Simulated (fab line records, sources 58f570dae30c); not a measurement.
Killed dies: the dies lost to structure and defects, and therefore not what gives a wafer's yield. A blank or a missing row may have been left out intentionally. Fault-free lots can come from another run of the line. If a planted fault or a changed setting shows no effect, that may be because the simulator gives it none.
Which tool did it? || flow berkeley_cmos170 || 14 lots, 42 wafers sampled, at 4 steps of a route of 331

== WHAT THE GAUGES READ, wafer by wafer ==
UCB170_SILICIDE_THK_MEAS_03: measures by xrf.
{"lot": "L458", "measured": "day 6 15:49", "on": "film_metro-03", "SILICIDE_TI_THK (nm)": "29.8 29.6 30.0"}
{"lot": "L459", "measured": "day 6 20:04", "on": "film_metro-04", "SILICIDE_TI_THK (nm)": "29.4 29.9 30.0"}
{"lot": "L461", "measured": "day 7 08:10", "on": "film_metro-04", "SILICIDE_TI_THK (nm)": "28.9 29.9 29.0"}
{"lot": "L460", "measured": "day 7 08:19", "on": "film_metro-01", "SILICIDE_TI_THK (nm)": "29.5 29.4 30.1"}
{"lot": "L462", "measured": "day 7 19:40", "on": "film_metro-04", "SILICIDE_TI_THK (nm)": "29.3 29.3 29.1"}
{"lot": "L463", "measured": "day 7 19:43", "on": "film_metro-01", "SILICIDE_TI_THK (nm)": "30.3 29.8 30.2"}
{"lot": "L464", "measured": "day 8 09:44", "on": "film_metro-01", "SILICIDE_TI_THK (nm)": "29.4 29.4 29.4"}
{"lot": "L467", "measured": "day 8 10:23", "on": "film_metro-01", "SILICIDE_TI_THK (nm)": "29.8 29.8 29.7"}
{"lot": "L470", "measured": "day 9 07:41", "on": "film_metro-04", "SILICIDE_TI_THK (nm)": "29.1 29.4 29.6"}
{"lot": "L472", "measured": "day 10 09:55", "on": "film_metro-01", "SILICIDE_TI_THK (nm)": "29.5 29.4 29.5"}
{"lot": "L478", "measured": "day 10 10:19", "on": "film_metro-04", "SILICIDE_TI_THK (nm)": "29.1 29.5 29.1"}
{"lot": "L480", "measured": "day 11 00:57", "on": "film_metro-01", "SILICIDE_TI_THK (nm)": "29.2 29.8 29.7"}
{"lot": "L479", "measured": "day 11 03:22", "on": "film_metro-03", "SILICIDE_TI_THK (nm)": "29.8 29.3 29.5"}
{"lot": "L481", "measured": "day 11 07:05", "on": "film_metro-04", "SILICIDE_TI_THK (nm)": "29.9 29.5 29.3"}

UCB170_M3_BOW_MEAS_20.
{"lot": "L458", "measured": "day 7 17:48", "on": "film_metro-01", "M3_BOW (um)": "39 36 34"}
{"lot": "L459", "measured": "day 7 19:30", "on": "film_metro-02", "M3_BOW (um)": "44 31 35"}
{"lot": "L461", "measured": "day 8 11:43", "on": "film_metro-01", "M3_BOW (um)": "30 37 34"}
{"lot": "L460", "measured": "day 8 11:58", "on": "film_metro-01", "M3_BOW (um)": "29 37 49"}
{"lot": "L462", "measured": "day 8 19:10", "on": "film_metro-03", "M3_BOW (um)": "39 40 36"}
{"lot": "L463", "measured": "day 8 19:44", "on": "film_metro-01", "M3_BOW (um)": "42 42 38"}
{"lot": "L464", "measured": "day 9 08:07", "on": "film_metro-02", "M3_BOW (um)": "50 40 38"}
{"lot": "L467", "measured": "day 9 12:54", "on": "film_metro-02", "M3_BOW (um)": "43 42 37"}
{"lot": "L470", "measured": "day 10 11:11", "on": "film_metro-01", "M3_BOW (um)": "26 43 42"}
{"lot": "L472", "measured": "day 11 11:41", "on": "film_metro-01", "M3_BOW (um)": "42 38 45"}
{"lot": "L478", "measured": "day 11 18:17", "on": "film_metro-03", "M3_BOW (um)": "45 28 32"}
{"lot": "L480", "measured": "day 12 04:26", "on": "film_metro-02", "M3_BOW (um)": "26 29 29"}
{"lot": "L479", "measured": "day 12 04:37", "on": "film_metro-03", "M3_BOW (um)": "30 38 31"}
{"lot": "L481", "measured": "day 12 07:40", "on": "film_metro-01", "M3_BOW (um)": "37 41 53"}

== TOOL THAT RAN EACH LOT (tool first, then ch and the chambers of the sampled wafers, then the start) ==
{"lot": "L458", "UCB170_CONTACT_RTA_08": "rtp_anneal-02 ch 0, day 6 18:43", "UCB170_M3_SOFTBAKE_06": "litho_track-01 ch 0, day 7 13:22"}
{"lot": "L459", "UCB170_CONTACT_RTA_08": "rtp_anneal-01 ch 0, day 6 22:58", "UCB170_M3_SOFTBAKE_06": "litho_track-02 ch 0, day 7 17:07"}
{"lot": "L461", "UCB170_CONTACT_RTA_08": "rtp_anneal-02 ch 0, day 7 14:35", "UCB170_M3_SOFTBAKE_06": "litho_track-04 ch 0, day 8 09:33"}
{"lot": "L460", "UCB170_CONTACT_RTA_08": "rtp_anneal-01 ch 0, day 7 14:34", "UCB170_M3_SOFTBAKE_06": "litho_track-04 ch 0, day 8 09:59"}
{"lot": "L462", "UCB170_CONTACT_RTA_08": "rtp_anneal-02 ch 0, day 7 22:52", "UCB170_M3_SOFTBAKE_06": "litho_track-01 ch 0, day 8 17:08"}
{"lot": "L463", "UCB170_CONTACT_RTA_08": "rtp_anneal-02 ch 0, day 7 23:35", "UCB170_M3_SOFTBAKE_06": "litho_track-02 ch 0, day 8 17:34"}
{"lot": "L464", "UCB170_CONTACT_RTA_08": "rtp_anneal-01 ch 0, day 8 12:49", "UCB170_M3_SOFTBAKE_06": "litho_track-04 ch 0, day 9 05:28"}
{"lot": "L467", "UCB170_CONTACT_RTA_08": "rtp_anneal-01 ch 0, day 8 14:36", "UCB170_M3_SOFTBAKE_06": "litho_track-04 ch 0, day 9 10:41"}
{"lot": "L470", "UCB170_CONTACT_RTA_08": "rtp_anneal-01 ch 0, day 9 11:58", "UCB170_M3_SOFTBAKE_06": "litho_track-01 ch 0, day 10 07:11"}
{"lot": "L472", "UCB170_CONTACT_RTA_08": "rtp_anneal-01 ch 0, day 10 16:26", "UCB170_M3_SOFTBAKE_06": "litho_track-02 ch 0, day 11 09:27"}
{"lot": "L478", "UCB170_CONTACT_RTA_08": "rtp_anneal-02 ch 0, day 10 16:26", "UCB170_M3_SOFTBAKE_06": "litho_track-01 ch 0, day 11 13:55"}
{"lot": "L480", "UCB170_CONTACT_RTA_08": "rtp_anneal-02 ch 0, day 11 05:33", "UCB170_M3_SOFTBAKE_06": "litho_track-02 ch 0, day 12 02:04"}
{"lot": "L479", "UCB170_CONTACT_RTA_08": "rtp_anneal-02 ch 0, day 11 07:51", "UCB170_M3_SOFTBAKE_06": "litho_track-04 ch 0, day 12 02:45"}
{"lot": "L481", "UCB170_CONTACT_RTA_08": "rtp_anneal-02 ch 0, day 11 10:31", "UCB170_M3_SOFTBAKE_06": "litho_track-04 ch 0, day 12 05:28"}
- UCB170_CONTACT_RTA_08: time 10 s.
- UCB170_M3_SOFTBAKE_06: time 60 s.

== AS READ BY THE TOOLS THEMSELVES (means over the sampled wafers that have a number; for cases with no such wafer, the mark the record gives instead) ==
UCB170_CONTACT_RTA_08.
{"lot": "L458", "tool": "rtp_anneal-02", "lamp_power_pct (%)": 23.98, "wafer_temp_C_max": 902.7}
{"lot": "L459", "tool": "rtp_anneal-01", "lamp_power_pct (%)": 23.74, "wafer_temp_C_max": 906.1}
{"lot": "L461", "tool": "rtp_anneal-02", "lamp_power_pct (%)": 24.00, "wafer_temp_C_max": 902.7}
{"lot": "L460", "tool": "rtp_anneal-01", "lamp_power_pct (%)": 23.73, "wafer_temp_C_max": 908.3}
{"lot": "L462", "tool": "rtp_anneal-02", "lamp_power_pct (%)": 23.99, "wafer_temp_C_max": 902.4}
{"lot": "L463", "tool": "rtp_anneal-02", "lamp_power_pct (%)": 23.98, "wafer_temp_C_max": 903.1}
{"lot": "L464", "tool": "rtp_anneal-01", "lamp_power_pct (%)": 23.74, "wafer_temp_C_max": 906.2}
{"lot": "L467", "tool": "rtp_anneal-01", "lamp_power_pct (%)": 23.73, "wafer_temp_C_max": 906.2}
{"lot": "L470", "tool": "rtp_anneal-01", "lamp_power_pct (%)": 23.72, "wafer_temp_C_max": 907.0}
{"lot": "L472", "tool": "rtp_anneal-01", "lamp_power_pct (%)": 23.75, "wafer_temp_C_max": 905.1}
{"lot": "L478", "tool": "rtp_anneal-02", "lamp_power_pct (%)": 23.99, "wafer_temp_C_max": 902.6}
{"lot": "L480", "tool": "rtp_anneal-02", "lamp_power_pct (%)": 23.98, "wafer_temp_C_max": 902.6}
{"lot": "L479", "tool": "rtp_anneal-02", "lamp_power_pct (%)": 23.97, "wafer_temp_C_max": 902.6}
{"lot": "L481", "tool": "rtp_anneal-02", "lamp_power_pct (%)": 23.97, "wafer_temp_C_max": 903.2}

UCB170_M3_SOFTBAKE_06.
{"lot": "L458", "tool": "litho_track-01", "heater_power_total_W (W)": 56.80, "run_length_s (s)": 89.11}
{"lot": "L459", "tool": "litho_track-02", "heater_power_total_W (W)": 56.81, "run_length_s (s)": 88.84}
{"lot": "L461", "tool": "litho_track-04", "heater_power_total_W (W)": 56.77, "run_length_s (s)": 89.41}
{"lot": "L460", "tool": "litho_track-04", "heater_power_total_W (W)": 56.78, "run_length_s (s)": 89.56}
{"lot": "L462", "tool": "litho_track-01", "heater_power_total_W (W)": 56.81, "run_length_s (s)": 89.14}
{"lot": "L463", "tool": "litho_track-02", "heater_power_total_W (W)": 56.81, "run_length_s (s)": 88.84}
{"lot": "L464", "tool": "litho_track-04", "heater_power_total_W (W)": 60.31, "run_length_s (s)": 77.90}
{"lot": "L467", "tool": "litho_track-04", "heater_power_total_W (W)": 60.21, "run_length_s (s)": 77.94}
{"lot": "L470", "tool": "litho_track-01", "heater_power_total_W (W)": 56.79, "run_length_s (s)": 89.11}
{"lot": "L472", "tool": "litho_track-02", "heater_power_total_W (W)": 56.80, "run_length_s (s)": 88.87}
{"lot": "L478", "tool": "litho_track-01", "heater_power_total_W (W)": 56.78, "run_length_s (s)": 89.01}
{"lot": "L480", "tool": "litho_track-02", "heater_power_total_W (W)": 56.81, "run_length_s (s)": 88.74}
{"lot": "L479", "tool": "litho_track-04", "heater_power_total_W (W)": 56.79, "run_length_s (s)": 89.37}
{"lot": "L481", "tool": "litho_track-04", "heater_power_total_W (W)": 56.78, "run_length_s (s)": 89.45}

== THE ANSWER, worked out from the rows above alone ==
Rule: what is usual is taken from the lots themselves. The widest of any qualifying gaps counts: lots, ordered by their means at a reading, are off when they make up no more than a third of the lots, leave a main group of 4 or more, and stand apart from it by 3 or more times the standard deviation of that group's means. Not used: any main group whose means are identical at the precision the tables above print for the reading. A lot without any number at a reading at which 4 lots or more have one is off too. All remaining lots with rows at the step are treated as sound. The gauges are gone through in route order, then the tools' own readings, and for those a lot's mean is taken as printed above. At the first step where some lot is off, the reading lying furthest off is the one used; lots without a number count as furthest.
Off at UCB170_M3_SOFTBAKE_06 (heater_power_total_W): L464, L467. For the main group the mean is 56.79 W and the standard deviation 0.014.
A tool fits if, at that step or a process step before it, it ran every lot that is off, and no sound lot after the first of them. Of those tried, none fits.

== WHAT HAD BEEN PUT IN BY THE SIMULATOR ==
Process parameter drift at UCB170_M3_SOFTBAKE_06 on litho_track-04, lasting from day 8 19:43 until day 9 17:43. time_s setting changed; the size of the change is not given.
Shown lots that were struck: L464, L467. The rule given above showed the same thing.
